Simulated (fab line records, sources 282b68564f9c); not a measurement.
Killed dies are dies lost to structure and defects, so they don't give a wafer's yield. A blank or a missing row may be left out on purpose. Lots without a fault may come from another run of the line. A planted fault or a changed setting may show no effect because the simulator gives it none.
A struck lot beside a sound one | flow rit_cmos | 26 steps out of a route of 202
Sound: wafers L558.1, L558.4, L558.5. Struck: wafers L563.1, L563.2, L563.5. The cause comes at the end.
At each step with rows: each side's tool, then ch and its chambers, then its first start. Under that, the readings that differ: sound wafers | struck wafers | difference of the means | sigmas: that difference in standard deviations of wafers without a fault.
alike: readings whose means differ by less than 2 such deviations, and words and numbers that are the same on both sides. not compared: withheld readings, readings that some wafer has no value for, bounds like >300 that may hide the same value, and numbers for which the record gives no deviation and whose values overlap.
The two part at a step that has a row with sigmas, a row that says differs or no value, or rows on one side only. Numbers that don't overlap but have no deviation are shown without sigmas and don't part them. A reading that every wafer of one side lacks parts them only if that side has two wafers or more.

first, 1 step without rows for these wafers: RIT_SPACER_CVD_03 (deposits Si3N4 from SiH2Cl2/NH3, target thk 250 nm, time 3300 s).
RIT_SPACER_THK_MEAS_04:
  sound on film_metro-03, day 3 04:11; struck on film_metro-01, day 4 04:40
  alike: SPACER_NITRIDE_THK
RIT_SPACER_ETCHBACK_05: etches Si3N4 in SF6/CHF3, stops on SiO2, target depth 250 nm, time 240 s.
  sound on rie_diel-02 ch 1,3, day 3 04:14; struck on rie_diel-02 ch 0,1, day 4 04:44
  alike: SF6_flow_sccm, drypump_motor_current_A, oes_product_au, throttle_valve_pct
  not compared: rf_hours_counter_h
then, 6 steps without rows for these wafers: RIT_NSD_HMDS_00 (prime time 60 s); RIT_NSD_COAT_01 (resist thk 1000 nm); RIT_NSD_SOFTBAKE_02 (time 60 s); RIT_NSD_EXPOSE_03 (exposes mask M9, target cd 40700 nm); RIT_NSD_PEB_04; RIT_NSD_DEVELOP_05 (develop time 50 s).
RIT_NSD_OVL_MEAS_06:
  sound on overlay-02, day 3 05:14; struck on overlay-01, day 4 06:00
  alike: NSD_OVL
then, 2 steps without rows for these wafers: RIT_NSD_HARDBAKE_07 (time 60 s); RIT_NSD_IMPLANT_08.
RIT_NSD_STRIP_09: strips in O2, time 180 s.
  sound on plasma_asher-01 ch 0, day 3 05:35; struck on plasma_asher-01 ch 0,1, day 4 06:32
  no value came back on the struck wafers for chamber_pressure_mTorr (mTorr), drypump_motor_current_A (A), time_s (s); on the sound wafers chamber_pressure_mTorr (mTorr) reads 4000 4005 3998
  reading                                  | sound | struck            | difference | sigmas
  model.NOVOLAK_of_NSD_COAT_01.thk_nm (nm) | 0 0 0 | 883.1 885.1 882.6 | +883.6     |
  not compared: rf_hours_counter_h
RIT_NSD_TW_MEAS_10:
  sound on film_metro-01, day 3 05:46; struck on film_metro-03, day 4 06:43
  alike: NSD_TW
then, 6 steps without rows for these wafers: RIT_PSD_HMDS_00 (prime time 60 s); RIT_PSD_COAT_01 (resist thk 1000 nm); RIT_PSD_SOFTBAKE_02 (time 60 s); RIT_PSD_EXPOSE_03 (exposes mask M10, target cd 40900 nm); RIT_PSD_PEB_04; RIT_PSD_DEVELOP_05 (develop time 50 s).
RIT_PSD_OVL_MEAS_06:
  sound on overlay-01, day 3 06:40; struck on overlay-02, day 4 07:37
  alike: PSD_OVL
then, 2 steps without rows for these wafers: RIT_PSD_HARDBAKE_07 (time 60 s); RIT_PSD_IMPLANT_08.
RIT_PSD_STRIP_09: strips in O2, time 180 s.
  sound on plasma_asher-01 ch 0,1, day 3 07:01; struck on plasma_asher-02 ch 0,1, day 4 07:58
  alike: chamber_pressure_mTorr, drypump_motor_current_A
  not compared: rf_hours_counter_h
RIT_PSD_TW_MEAS_10:
  sound on film_metro-02, day 3 07:11; struck on film_metro-03, day 4 08:08
  reading | sound          | struck   | difference | sigmas
  PSD_TW  | 3480 3506 3493 | 30 30 30 | -3463      | -82
then, 1 step without rows for these wafers: RIT_SDANNEAL_CLEAN_00 (cleans in SC1, time 600 s).

WHERE THEY PART
First at RIT_NSD_STRIP_09; last, within this record, at RIT_PSD_TW_MEAS_10.

WHY: what the simulator had put in
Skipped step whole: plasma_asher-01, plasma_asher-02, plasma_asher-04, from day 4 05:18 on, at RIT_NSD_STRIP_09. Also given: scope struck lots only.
